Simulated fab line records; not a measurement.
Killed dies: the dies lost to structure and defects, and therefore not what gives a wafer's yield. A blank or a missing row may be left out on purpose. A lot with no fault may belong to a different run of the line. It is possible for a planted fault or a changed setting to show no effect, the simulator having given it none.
Split-lot study | flow ritCmos | 23 wafers read across 5 lots, on a route 202 steps long

## ON THE SPLIT
At RIT_M1_SPUTTER_00 (material Al, target thk 400 nm, time 500 s), the setting timeS was moved away from the recipe's 500 s on 4 of the 23 wafers read, by -10.4% to +10.1%. All remaining wafers had this setting at the recipe value.

## FROM THE SPLIT TO THE READING: what the file shows between them, 3 steps
- RIT_M1_RS_MEAS_01: measures by four-point-probe
- RIT_M1_THK_MEAS_02: measures by xrf
- RIT_M1_HARDBAKE_11: time 120 s (also split here: tempC)

## THE READING
oesProductAu, in a.u., at RIT_M1_METAL_ETCH_12 (etches Al in Cl2/BCl3, stops on SiO2, time 165 s, target depth 600 nm). Fault-free wafers of this fab line usually give 0.778 a.u., standard deviation 0.014 a.u.

wafer  | tool, chamber at the split | timeS as run, s | against the recipe | oesProductAu, a.u. | against lot-mates on the recipe
L074.1 | pvdSputter-04, -           | 500             | recipe             | 0.796              | -
L074.2 | pvdSputter-04, -           | 500             | recipe             | 0.774              | -
L074.4 | pvdSputter-04, -           | 500             | recipe             | 0.772              | -
L074.5 | pvdSputter-04, -           | 500             | recipe             | 0.769              | -
L074.6 | pvdSputter-04, -           | 500             | recipe             | 0.799              | -
L078.1 | pvdSputter-04, -           | 500             | recipe             | 0.768              | -
L078.2 | pvdSputter-04, -           | 500             | recipe             | 0.787              | -
L078.5 | pvdSputter-04, -           | 500             | recipe             | 0.772              | -
L079.1 | pvdSputter-01, -           | 448.1           | -10.4%             | 0.712              | -0.075
L079.2 | pvdSputter-01, -           | 500             | recipe             | 0.789              | -
L079.4 | pvdSputter-01, -           | 500             | recipe             | 0.790              | -
L079.5 | pvdSputter-01, -           | 448.1           | -10.4%             | 0.716              | -0.071
L079.6 | pvdSputter-01, -           | 500             | recipe             | 0.782              | -
L080.2 | pvdSputter-04, -           | 500             | recipe             | 0.801              | -
L080.3 | pvdSputter-04, -           | 500             | recipe             | 0.800              | -
L080.4 | pvdSputter-04, -           | 500             | recipe             | 0.767              | -
L080.5 | pvdSputter-04, -           | 500             | recipe             | 0.761              | -
L080.6 | pvdSputter-04, -           | 500             | recipe             | 0.804              | -
L084.1 | pvdSputter-04, -           | 500             | recipe             | 0.778              | -
L084.2 | pvdSputter-04, -           | 550.4           | +10.1%             | 0.835              | +0.061
L084.3 | pvdSputter-04, -           | 550.4           | +10.1%             | 0.828              | +0.054
L084.4 | pvdSputter-04, -           | 500             | recipe             | 0.767              | -
L084.6 | pvdSputter-04, -           | 500             | recipe             | 0.778              | -

FIT RESULTS
A straight line over all 23 wafers: oesProductAu changes by +0.00575 a.u. for each +1% of timeS; r = +0.89; the points scatter about the line by 0.013 a.u.
The same after taking each lot's own level away (the mean of its wafers on the recipe; 23 wafers): +0.00637 a.u. for each +1%; r = +0.92; scatter 0.012 a.u.
Per that fit: largest timeS move, reading shift of 0.066 a.u.
The span of the lots' own levels, 0.7743 to 0.7870 a.u., comes to 0.9 times the standard deviation stated above.
The two slopes are in agreement: the lot-to-lot level therefore moves the slope only a little.
Check: for one of the wafers moved furthest among these (-10.4%), held out of the fit, the line's prediction against its lot-mates is -0.0641 a.u. Against them it came out at -0.075 a.u.

## THESE WAFERS: OTHER SPLITS
Note: prior to the reading, these wafers also went through further splits. Each is held against what the fit with the lots' levels taken away leaves over:
other split on the same wafers | wafers away from the commonest value | r with oesProductAu (lot level and that fit taken away)
RIT_M1_HARDBAKE_11 tempC       | 11                                   | -0.16

## THE WHOLE CHAIN: every reading that the file lists as answering this split, in the file's order
step                 | what it does                                                          | reading                                                                    | change (the file's fit)                   | r (the file's)
RIT_M1_SPUTTER_00    | material Al, target thk 400 nm, time 500 s                            | Al_of_M1_SPUTTER_00.thkNm (the simulator's own value, which no gauge read) | +4.07 nm for each +1% of the setting      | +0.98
RIT_M1_RS_MEAS_01    | measures by four-point-probe                                          | M1_AL_RS                                                                   | -0.00078 for each +1% of the setting      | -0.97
RIT_M1_THK_MEAS_02   | measures by xrf                                                       | M1_AL_THK                                                                  | +4.01 for each +1% of the setting         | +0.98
RIT_M1_METAL_ETCH_12 | etches Al in Cl2/BCl3, stops on SiO2, time 165 s, target depth 600 nm | oesProductAu                                                               | +0.00635 a.u. for each +1% of the setting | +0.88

## FILE'S OWN FIT
oesProductAu changes by +0.00635 a.u. for each +1% of timeS, r = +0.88.
